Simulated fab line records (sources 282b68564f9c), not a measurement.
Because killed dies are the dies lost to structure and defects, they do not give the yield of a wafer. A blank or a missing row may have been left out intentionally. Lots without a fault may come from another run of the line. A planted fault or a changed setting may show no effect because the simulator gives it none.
Struck lot and sound lot, side by side ; flow rit cmos ; 27 out of 202 route steps
Sound: these wafers, L684.1, L684.2, L684.5. Struck: wafers L676.2, L676.4, L676.6. The cause comes at the end.
At each step with rows: each side's tool, then ch and its chambers, then its first start. Under that, the readings that differ: sound wafers ; struck wafers ; difference of the means ; sigmas: that difference in standard deviations of wafers without a fault.
alike: a reading whose means differ by less than 2 such deviations, as well as words and numbers matching on both sides. not compared: withheld readings; readings where some wafer has no value; bounds like >300 that might hide an equal value; numbers whose values overlap and for which the record gives no deviation.
A row with sigmas, a row that says differs or no value, or rows on one side alone: a step with any of these is where the two part. Non-overlapping numbers with no deviation appear without sigmas and do not part them. Lack of a reading on every wafer of one side parts them only where that side has two or more wafers.

first, 4 steps without rows for these wafers: RIT_CONTACT_SOFTBAKE_04 (time 60 s); RIT_CONTACT_EXPOSE_05 (exposes mask M11, target cd 1000 nm); RIT_CONTACT_PEB_06; RIT_CONTACT_DEVELOP_07 (develop time 120 s).
RIT_CONTACT_CD_MEAS_08: the cd target is 1000 nm.
  sound: cd sem-01 at day 6 03:35; struck: cd sem-01 at day 4 10:37
  alike: cd nm
RIT_CONTACT_OVL_MEAS_09:
  sound: overlay-01 at day 6 03:42; struck: overlay-02 at day 4 10:43
  alike: CONTACT_OVL
then, 1 step without rows for these wafers: RIT_CONTACT_HARDBAKE_10 (time 60 s).
RIT_CONTACT_ETCH_11: etches SiO2 in CHF3/CF4/Ar, stops on TiSi2, target depth 480 nm, time 320 s.
  sound on rie diel-01 ch 0,1,2, day 6 03:53; struck on rie diel-02 ch 1,2,3, day 4 10:54
  alike: cf4 flow sccm, drypump motor current A, oes product au, throttle valve pct
  not compared: rf hours counter h
RIT_CONTACT_STRIP_12: strips in O2, time 172.5 s.
  sound on plasma asher-04 ch 0,1, day 6 04:05; struck on plasma asher-01 ch 0,1, day 4 11:06
  alike: drypump motor current A, o2 flow sccm
  not compared: rf hours counter h
RIT_CONTACT_CD_MEAS_90: the cd target is 1000 nm.
  sound: cd sem-01 at day 6 04:16; struck: cd sem-01 at day 4 11:17
  alike: cd nm
then, 2 steps without rows for these wafers: RIT_CONTACT_CLEAN_13 (cleans in SC1, time 600 s); RIT_CONTACT_CLEAN_14 (cleans in SC2, time 600 s).
RIT_M1_SPUTTER_00: material Al, target thk 400 nm, time 500 s.
  sound: pvd sputter-02 at day 6 04:44; struck: pvd sputter-02 at day 4 11:46
  no value came back on the struck wafers for cathode dc power W (W), chamber pressure pa (Pa), throttle valve pct (%); on the sound wafers cathode dc power W (W) reads 2000.2 2000.1 1999.6
RIT_M1_RS_MEAS_01: measurement is done with a four-point probe.
  sound: film metro-03 at day 6 05:02; struck: film metro-04 at day 4 12:05
reading;sound;struck;difference;sigmas
M1_AL_RS (ohm/sq);0.0756 0.0731 0.0742;- - -;no value on the struck wafers;
RIT_M1_THK_MEAS_02: measures by xrf.
  sound: film metro-03 at day 6 05:10; struck: film metro-04 at day 4 12:12
reading;sound;struck;difference;sigmas
M1_AL_THK (nm);385 397 389;<0 <0 <0;differs;
then, 6 steps without rows for these wafers: RIT_M1_HMDS_03 (prime time 60 s); RIT_M1_COAT_04 (resist thk 1300 nm); RIT_M1_SOFTBAKE_05 (time 60 s); RIT_M1_EXPOSE_06 (exposes mask M12, target cd 2600 nm); RIT_M1_PEB_07; RIT_M1_DEVELOP_08 (develop time 69.05 s).
RIT_M1_CD_MEAS_09: the cd target is 2600 nm.
  sound: cd sem-01 at day 6 06:06; struck: cd sem-01 at day 4 13:17
  alike: cd nm
RIT_M1_OVL_MEAS_10:
  sound: overlay-01 at day 6 06:13; struck: overlay-01 at day 4 13:23
  alike: M1_OVL
then, 1 step without rows for these wafers: RIT_M1_HARDBAKE_11 (time 120 s).
RIT_M1_METAL_ETCH_12: etches Al in Cl2/BCl3, stops on SiO2, time 165 s, target depth 600 nm.
  sound on rie metal-02 ch 0,1, day 6 06:30; struck on rie metal-01 ch 1, day 4 13:40
reading;sound;struck;difference;sigmas
oes product au (a.u.);0.760 0.745 0.777;0.334 0.332 0.326;-0.430;-22
  alike: drypump motor current A, mfc cl2 sccm, throttle valve pct
  not compared: rf hours counter h
then, 1 step without rows for these wafers: RIT_M1_STRIP_13 (strips in nmp, time 600 s).
RIT_M1_PROBE_99:
  sound: prober-01 at day 6 08:45; struck: prober-01 at day 4 17:17
reading;sound;struck;difference;sigmas
defect limited yield (%);97.7 98.1 98.5;0 0 0;-98;-89
killed_at_M0_to_M3;0 0 0;262 264 264;+263;
killed dies;6 5 4;264 264 264;+259;+92
killed on rim;4 0 0;70 70 70;+69;+49
sort_bin_3_pad_short (%);0 0 0.4;25.0 28.4 26.9;+26.6;+99 or more
sort_bin_5_function (%);1.1 0.8 0.8;70.5 68.6 70.5;+69.0;+82
sort_bin_6_memory (%);1.1 1.1 0.4;4.5 3.0 2.7;+2.5;+4
sort n pass;258.0 259.0 260.0;0 0 0;-259;-92
sort yield pct (%);97.7 98.1 98.5;0 0 0;-98;-89
  alike: killed at contacts, killed at front end, killed open, killed short

## WHERE THEY PART
At RIT_M1_SPUTTER_00 first; at RIT_M1_PROBE_99 last (within this record only).

WHY: what had been put in by the simulator
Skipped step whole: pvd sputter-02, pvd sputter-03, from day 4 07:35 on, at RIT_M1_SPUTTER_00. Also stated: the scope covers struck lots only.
